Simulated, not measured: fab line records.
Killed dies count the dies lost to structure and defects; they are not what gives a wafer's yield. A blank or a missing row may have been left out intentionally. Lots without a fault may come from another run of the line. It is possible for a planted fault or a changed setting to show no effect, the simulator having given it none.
Problem report in the 8D (eight disciplines) form, filled by code -- flow berkeleyCmos170 -- the parts of the form that need people (team, actions taken, sign-off) are left out

## 1. WHAT WENT WRONG
primeTempC at UCB170_ZERO_HMDS_00 reads a mean of 97.85 C on 9 wafers of 3 lots; wafers without a fault read 100.00 C with a standard deviation of 0.14. That is -15 standard deviations from the usual mean.
The step: prime time 60 s.
The first sign was on wafer L714.3 at day 4 05:06, on lithoTrack-03. Wafers with a number at this step in the record: 45, from 15 lots. By rule, "out" or "out of limits" means more than 4 standard deviations away from the usual mean. The rest of the wafers with a number are treated as sound.

## 2. WHAT IT IS; WHAT IT IS NOT
question,is,is not
which readings at this step,primeTempC,-
which lots,"L714, L716, L717","L703, L704, L707, L708, L712, L715, L720, L721, L723, L724, L725, L726"
which wafers of those lots,all that have a number,-
read on which tools,lithoTrack-03,"lithoTrack-01, lithoTrack-02"
when,from day 4 05:06,"up to then (15 sound wafers); but 21 sound wafers of L715, L720, L721, L723, L724, L725, L726 came after"

## 3. WHAT RULES OUT EACH SUSPECT
Counting: a tool stays on the suspect list if, at a process step up to the reading, it processed all lots that are out and no sound lot following the first of them.
- lithoTrack-03 at UCB170_ZERO_HMDS_00 (prime time 60 s): kept. All lots that are out passed through it, beginning with L714 at day 4 05:06, and no sound lot followed; its final sound lot before that point was L703 at day 1 17:24. On those wafers its own readings are out: primeTempC.
Left after counting: lithoTrack-03 at UCB170_ZERO_HMDS_00.

## 4. THE CAUSE (what the simulator had put in)
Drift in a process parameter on lithoTrack-03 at UCB170_ZERO_HMDS_00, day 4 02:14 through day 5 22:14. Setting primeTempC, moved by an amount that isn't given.
Only this tool survived the counting.

## 5. THE EFFECT CHAIN, in route order
Each row: a reading where the mean over the struck wafers with a number is more than 3 standard deviations away from the usual. Only readings for which the record gives a usual standard deviation are gone through. hours: the time from each lot's start at the first step in this table that gives one to its start at this step, as a median over the lots. sigmas: the change in usual standard deviations.
hours,step,reading,usual,on struck wafers,change,sigmas
0,UCB170_ZERO_HMDS_00,primeTempC,100.00 C,97.85,-2.15,-15
It contains these process steps:
- UCB170_ZERO_HMDS_00: prime time 60 s.
Later measuring or inspecting steps at which every struck wafer that the step has a row for has a number for every such reading, and none has moved that far: UCB170_NWELL_TW_MEAS_16, UCB170_PWELL_THK_MEAS_03.

## 6. HOW IT WOULD HAVE BEEN CAUGHT EARLIER
In this record no reading fell out of limits until day 4 05:06, 3 hours after the fault had begun at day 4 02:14.
